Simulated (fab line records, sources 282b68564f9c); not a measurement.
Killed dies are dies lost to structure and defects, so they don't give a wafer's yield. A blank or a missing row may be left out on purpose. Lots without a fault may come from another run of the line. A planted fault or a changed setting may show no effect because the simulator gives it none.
Which tool did it? | flow rit_cmos | 6 lots, 18 wafers sampled, at 2 steps of a route of 202

WHAT THE GAUGES READ, wafer by wafer
RIT_PLDD_TW_MEAS_10.
lot  | measured    | on            | PLDD_TW
L771 | day 2 23:47 | film_metro-04 | 2334 2332 2334
L774 | day 3 16:11 | film_metro-03 | 2337 2340 2342
L781 | day 5 01:59 | film_metro-04 | 1476 1475 1486
L783 | day 5 13:01 | film_metro-04 | 2327 2317 2331
L786 | day 6 04:11 | film_metro-02 | 2325 2310 2328
L790 | day 6 23:56 | film_metro-02 | 2319 2326 2320

WHICH TOOL RAN EACH LOT (tool, then ch and the chambers of the sampled wafers, then the start)
lot  | RIT_PLDD_IMPLANT_08
L771 | implanter-01 ch 0, day 2 23:27
L774 | implanter-04 ch 0, day 3 15:52
L781 | implanter-04 ch 0, day 5 01:43
L783 | implanter-03 ch 0, day 5 12:43
L786 | implanter-01 ch 0, day 6 03:53
L790 | implanter-01 ch 0, day 6 23:37
- RIT_PLDD_IMPLANT_08

THE ANSWER, worked out from the rows above alone
Rule: what is usual is taken from the lots themselves. Put in order of their means at a reading, lots are off if they are a third of the lots or fewer, leave a main group of 4 or more, and stand apart from it by a gap of 3 or more times the standard deviation of the main group's means; of several such gaps the widest counts. A main group whose means are all the same, to the digits that the tables above print for the reading, isn't used. A lot without any number at a reading at which 4 lots or more have one is off too. The other lots that the step has rows for count as sound.
Off: L781, at RIT_PLDD_TW_MEAS_10 (PLDD_TW). The main group: mean 2328, standard deviation 7.2.
A tool fits if, at a process step before that reading, it ran every lot that is off, and no sound lot after the first of them. The gauges at RIT_PLDD_TW_MEAS_10 are tried like those tools. One fits: implanter-04 at RIT_PLDD_IMPLANT_08. Its last sound lot is L774 (day 3 15:52), its first lot that is off L781 (day 5 01:43): a fault that began between those two fits.

WHAT THE SIMULATOR HAD PUT IN
Process parameter drift: implanter-04, from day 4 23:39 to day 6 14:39, at RIT_PLDD_IMPLANT_08. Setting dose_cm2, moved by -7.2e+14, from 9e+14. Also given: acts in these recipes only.
Lots struck among those shown: L781. The rule above found the same.
